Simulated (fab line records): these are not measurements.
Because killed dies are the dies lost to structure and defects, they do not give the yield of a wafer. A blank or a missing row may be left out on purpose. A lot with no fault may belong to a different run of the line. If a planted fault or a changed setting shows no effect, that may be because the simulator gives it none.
Tool commonality check ; flow ritCmos ; Sample size 14 lots and 42 wafers

## WHY IT WAS OPENED
Of 14 lots, 2 have the reading GATE_POLY_THK flagged at RIT_GATE_THK_MEAS_09. Wafers without a fault read 250.9 nm, standard deviation 2.4.
Rule: flag the lot when none of its wafers has a number, or when each of its wafers that has one lies beyond 4 standard deviations from that mean. The rest of the lots are taken to be sound.

lot;measured;on;GATE_POLY_THK (nm), wafer by wafer;flag
L674;day 2 16:59;filmMetro-04;249.4 248.3 247.3;
L675;day 2 23:43;filmMetro-03;254.2 255.4 252.9;
L678;day 3 13:20;filmMetro-04;254.5 252.1 254.9;
L679;day 3 20:16;filmMetro-03;156.1 154.7 152.9;FLAGGED
L680;day 4 00:23;filmMetro-04;248.1 248.2 247.2;
L681;day 4 04:58;filmMetro-04;250.2 249.1 249.2;
L682;day 4 08:12;filmMetro-04;152.7 152.2 151.9;FLAGGED
L687;day 5 09:05;filmMetro-04;256.1 252.7 252.5;
L689;day 5 19:18;filmMetro-02;251.6 254.6 253.3;
L690;day 6 01:46;filmMetro-02;249.8 250.2 252.2;
L693;day 6 18:54;filmMetro-04;250.0 250.1 253.0;
L694;day 6 20:23;filmMetro-04;250.7 247.7 249.6;
L695;day 7 02:32;filmMetro-02;247.2 248.5 249.4;
L696;day 7 08:27;filmMetro-02;249.4 248.3 247.8;
The mean of the flagged lots' numbers is 153.4 nm, -97.5 nm from the usual (-41 standard deviations).

## WHICH TOOL RAN EACH LOT
The record keeps 1 process step preceding the reading, out of 202 steps on the route. Read each cell as the tool, then ch plus the chambers that the sampled wafers visited, then the start.
lot;flag;RIT_GATE_CVD_08
L674;;lpcvd-01 ch 0, day 2 15:22
L675;;lpcvd-01 ch 0, day 2 22:05
L678;;lpcvd-01 ch 1, day 3 11:43
L679;FLAGGED;lpcvd-01 ch 1, day 3 17:50
L680;;lpcvd-02 ch 0, day 3 21:58
L681;;lpcvd-02 ch 1, day 4 02:33
L682;FLAGGED;lpcvd-01 ch 1, day 4 06:35
L687;;lpcvd-02 ch 0, day 5 07:26
L689;;lpcvd-02 ch 0, day 5 17:40
L690;;lpcvd-02 ch 1, day 6 00:07
L693;;lpcvd-01 ch 1, day 6 17:17
L694;;lpcvd-02 ch 0, day 6 18:46
L695;;lpcvd-02 ch 0, day 7 00:54
L696;;lpcvd-01 ch 0, day 7 06:50
What is done by these steps:
- RIT_GATE_CVD_08: deposits poly-Si from SiH4, target thk 250 nm, time 2220 s.
- RIT_GATE_THK_MEAS_09

## FLAGGED AGAINST TOTAL, ONE TOOL AT A TIME (gauges that did the reading follow at the end)
step;tool;lots run;flagged;share of the flagged lots;sound lots run after its first flagged lot
RIT_GATE_CVD_08;lpcvd-01;7;2;all;2 (L693,L696)
RIT_GATE_CVD_08;lpcvd-02;7;0;none;-
RIT_GATE_THK_MEAS_09;filmMetro-02;4;0;none;-
RIT_GATE_THK_MEAS_09;filmMetro-03;2;1;some;0
RIT_GATE_THK_MEAS_09;filmMetro-04;8;1;some;3 (L687,L693,L694)

## WHAT THE TABLE PERMITS
Rows of the table that ran each flagged lot: 1, that is lpcvd-01 at RIT_GATE_CVD_08.
- lpcvd-01 at RIT_GATE_CVD_08 ran 7 lots, 2 of them flagged. Sound lots followed the first flagged one (L693, L696) on it, something a lasting fault affecting the whole tool could not allow.
No row of the table ran every flagged lot and no sound lot after the first.

## WHAT THE SIMULATOR HAD INSERTED
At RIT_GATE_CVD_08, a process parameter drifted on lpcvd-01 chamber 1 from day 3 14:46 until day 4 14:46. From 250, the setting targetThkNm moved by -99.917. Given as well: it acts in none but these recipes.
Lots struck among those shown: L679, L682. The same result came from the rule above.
